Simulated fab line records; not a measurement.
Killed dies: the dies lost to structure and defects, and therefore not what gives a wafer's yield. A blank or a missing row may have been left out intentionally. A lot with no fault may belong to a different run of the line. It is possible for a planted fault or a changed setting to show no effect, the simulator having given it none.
Chamber matching || flow berkeley_cmos170 || cmp-02 running UCB170_V1_CMP_02: 4 sister chambers
The step polishes SiO2. 16 wafers are shown with their chamber, then 8 later ones without.

WAFERS WITH THEIR CHAMBER
{"wafer": "L785.1", "chamber": 3, "motor_current_A (A)": 14.7, "edge_zone_pressure_frac": 0.997, "head_pressure_psi (psi)": 6.007}
{"wafer": "L785.2", "chamber": 0, "motor_current_A (A)": 16.1, "edge_zone_pressure_frac": 0.996, "head_pressure_psi (psi)": 6.015}
{"wafer": "L785.3", "chamber": 1, "motor_current_A (A)": 16.8, "edge_zone_pressure_frac": 1.005, "head_pressure_psi (psi)": 6.022}
{"wafer": "L794.3", "chamber": 1, "motor_current_A (A)": 16.8, "edge_zone_pressure_frac": 1.004, "head_pressure_psi (psi)": 6.005}
{"wafer": "L794.5", "chamber": 3, "motor_current_A (A)": 14.8, "edge_zone_pressure_frac": 0.996, "head_pressure_psi (psi)": 6.015}
{"wafer": "L794.6", "chamber": 2, "motor_current_A (A)": 15.3, "edge_zone_pressure_frac": 0.995, "head_pressure_psi (psi)": 6.003}
{"wafer": "L797.2", "chamber": 0, "motor_current_A (A)": 15.7, "edge_zone_pressure_frac": 1.002, "head_pressure_psi (psi)": 5.985}
{"wafer": "L797.3", "chamber": 1, "motor_current_A (A)": 16.5, "edge_zone_pressure_frac": 1.010, "head_pressure_psi (psi)": 6.000}
{"wafer": "L797.5", "chamber": 2, "motor_current_A (A)": 16.2, "edge_zone_pressure_frac": 0.998, "head_pressure_psi (psi)": 5.990}
{"wafer": "L795.3", "chamber": 1, "motor_current_A (A)": 15.9, "edge_zone_pressure_frac": 1.002, "head_pressure_psi (psi)": 5.995}
{"wafer": "L795.5", "chamber": 2, "motor_current_A (A)": 17.0, "edge_zone_pressure_frac": 1.004, "head_pressure_psi (psi)": 6.009}
{"wafer": "L795.6", "chamber": 1, "motor_current_A (A)": 15.4, "edge_zone_pressure_frac": 1.005, "head_pressure_psi (psi)": 5.998}
{"wafer": "L798.1", "chamber": 1, "motor_current_A (A)": 17.1, "edge_zone_pressure_frac": 1.008, "head_pressure_psi (psi)": 6.001}
{"wafer": "L798.2", "chamber": 0, "motor_current_A (A)": 15.6, "edge_zone_pressure_frac": 0.999, "head_pressure_psi (psi)": 6.012}
{"wafer": "L798.4", "chamber": 2, "motor_current_A (A)": 16.0, "edge_zone_pressure_frac": 1.004, "head_pressure_psi (psi)": 5.996}
{"wafer": "L800.4", "chamber": 2, "motor_current_A (A)": 15.7, "edge_zone_pressure_frac": 1.005, "head_pressure_psi (psi)": 5.995}

SIGNATURES (averages over the wafers above)
{"reading": "motor_current_A", "chamber 0": 15.800, "chamber 1": 16.417, "chamber 2": 16.040, "chamber 3": 14.750, "scatter within a chamber": 0.565}
{"reading": "edge_zone_pressure_frac", "chamber 0": 0.99900, "chamber 1": 1.00567, "chamber 2": 1.00120, "chamber 3": 0.99650, "scatter within a chamber": 0.0034}
{"reading": "head_pressure_psi", "chamber 0": 6.00400, "chamber 1": 6.00350, "chamber 2": 5.99860, "chamber 3": 6.01100, "scatter within a chamber": 0.0103}
Rule: for each reading, subtract the chamber's mean from the wafer's reading, divide by that reading's scatter and square the result; add these up over the readings and take the root, which gives the wafer's distance from the chamber. The wafer belongs to the nearest chamber; if the next one is less than 2 further off, it can't be placed. The scatter: take each reading less its chamber's mean, square it, sum over the shown wafers, divide by the number of wafers less the number of chambers, and take the root.

WAFERS MISSING THEIR CHAMBER
{"wafer": "L800.5", "motor_current_A (A)": 15.6, "edge_zone_pressure_frac": 1.004, "head_pressure_psi (psi)": 5.959}
{"wafer": "L800.6", "motor_current_A (A)": 15.6, "edge_zone_pressure_frac": 1.003, "head_pressure_psi (psi)": 6.038}
{"wafer": "L802.3", "motor_current_A (A)": 17.0, "edge_zone_pressure_frac": 0.987, "head_pressure_psi (psi)": 6.020}
{"wafer": "L802.4", "motor_current_A (A)": 14.4, "edge_zone_pressure_frac": 1.003, "head_pressure_psi (psi)": 6.013}
{"wafer": "L802.5", "motor_current_A (A)": 16.7, "edge_zone_pressure_frac": 0.994, "head_pressure_psi (psi)": 5.994}
{"wafer": "L799.2", "motor_current_A (A)": 15.4, "edge_zone_pressure_frac": 1.003, "head_pressure_psi (psi)": 6.000}
{"wafer": "L799.3", "motor_current_A (A)": 15.6, "edge_zone_pressure_frac": 1.000, "head_pressure_psi (psi)": 6.002}
{"wafer": "L799.5", "motor_current_A (A)": 14.8, "edge_zone_pressure_frac": 0.998, "head_pressure_psi (psi)": 6.002}

CHAMBER TAKEN BY EACH
{"wafer": "L800.5", "from the rows above": "can't be placed: 2 or 1 or 0 or 3", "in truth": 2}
{"wafer": "L800.6", "from the rows above": "can't be placed: 0 or 3 or 1 or 2", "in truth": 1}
{"wafer": "L802.3", "from the rows above": "can't be placed: 0 or 3 or 2 or 1", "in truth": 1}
{"wafer": "L802.4", "from the rows above": "can't be placed: 3 or 0 or 2 or 1", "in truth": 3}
{"wafer": "L802.5", "from the rows above": "can't be placed: 0 or 2 or 1 or 3", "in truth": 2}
{"wafer": "L799.2", "from the rows above": "can't be placed: 2 or 0 or 1 or 3", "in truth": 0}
{"wafer": "L799.3", "from the rows above": "can't be placed: 0 or 2 or 3 or 1", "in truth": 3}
{"wafer": "L799.5", "from the rows above": "can't be placed: 3 or 0 or 2", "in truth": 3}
Placed correctly: 0 of 8. Not placeable from these rows: 8 (in 8, the candidates include the true chamber). Placed wrongly: 0.
